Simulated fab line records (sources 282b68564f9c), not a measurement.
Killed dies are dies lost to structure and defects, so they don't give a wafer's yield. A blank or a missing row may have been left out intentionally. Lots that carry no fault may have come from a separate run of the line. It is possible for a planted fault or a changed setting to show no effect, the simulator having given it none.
Which tool is to blame?    flow rit cmos    7 lots with 21 wafers sampled at 3 steps, on a route of 202 steps

WHAT THE GAUGES SHOWED, per wafer
RIT_M1_RS_MEAS_01: uses a four-point probe to measure.
lot   measured     on             M1_AL_RS (ohm/sq)
L375  day 3 21:26  film metro-02  0.0724 0.0727 0.0719
L378  day 4 13:13  film metro-02  0.0720 0.0719 0.0723
L383  day 5 12:55  film metro-02  0.0736 0.0741 0.0730
L385  day 5 22:33  film metro-02  - - -
L387  day 6 08:04  film metro-04  - - -
L393  day 7 14:32  film metro-03  0.0724 0.0735 0.0733
L395  day 8 01:05  film metro-04  0.0731 0.0737 0.0719

EACH LOT AND THE TOOL THAT RAN IT (in order: tool; ch and the chambers of the sampled wafers; start)
lot   RIT_PLDD_STRIP_09                    RIT_M1_SPUTTER_00
L375  plasma asher-03 ch 0,1, day 3 10:31  pvd sputter-04, day 3 21:08
L378  plasma asher-01 ch 0,1, day 4 02:05  pvd sputter-02, day 4 12:54
L383  plasma asher-03 ch 0, day 5 02:41    pvd sputter-04, day 5 12:36
L385  plasma asher-04 ch 0,1, day 5 12:32  pvd sputter-02, day 5 22:16
L387  plasma asher-01 ch 0,1, day 5 22:05  pvd sputter-02, day 6 07:43
L393  plasma asher-04 ch 0,1, day 7 04:40  pvd sputter-02, day 7 14:14
L395  plasma asher-03 ch 0,1, day 7 15:10  pvd sputter-02, day 8 00:47
- RIT_PLDD_STRIP_09: strips in O2, time 180 s.
- RIT_M1_SPUTTER_00: material Al, target thk 400 nm, time 500 s.

THE ANSWER, worked out from the rows above alone
Rule: the usual values come from the lots themselves. The widest of any qualifying gaps counts: lots, ordered by their means at a reading, are off when they make up no more than a third of the lots, leave a main group of 4 or more, and stand apart from it by 3 or more times the standard deviation of that group's means. Not used: any main group whose means are identical at the precision the tables above print for the reading. Also off: a lot with no number at a reading for which 4 or more lots have one. Any other lot the step has rows for is counted as sound.
Off: at RIT_M1_RS_MEAS_01 (M1_AL_RS), L385, L387. Without a number there: L385, L387. Mean 0.0728 ohm/sq and standard deviation 0.00053 in the main group.
If a tool, at a process step before that reading, ran all the lots that are off and no sound lot after the first of them, it fits. The gauges at RIT_M1_RS_MEAS_01 are tried like those tools. None of those tried fits.

WHAT THE SIMULATOR PUT IN
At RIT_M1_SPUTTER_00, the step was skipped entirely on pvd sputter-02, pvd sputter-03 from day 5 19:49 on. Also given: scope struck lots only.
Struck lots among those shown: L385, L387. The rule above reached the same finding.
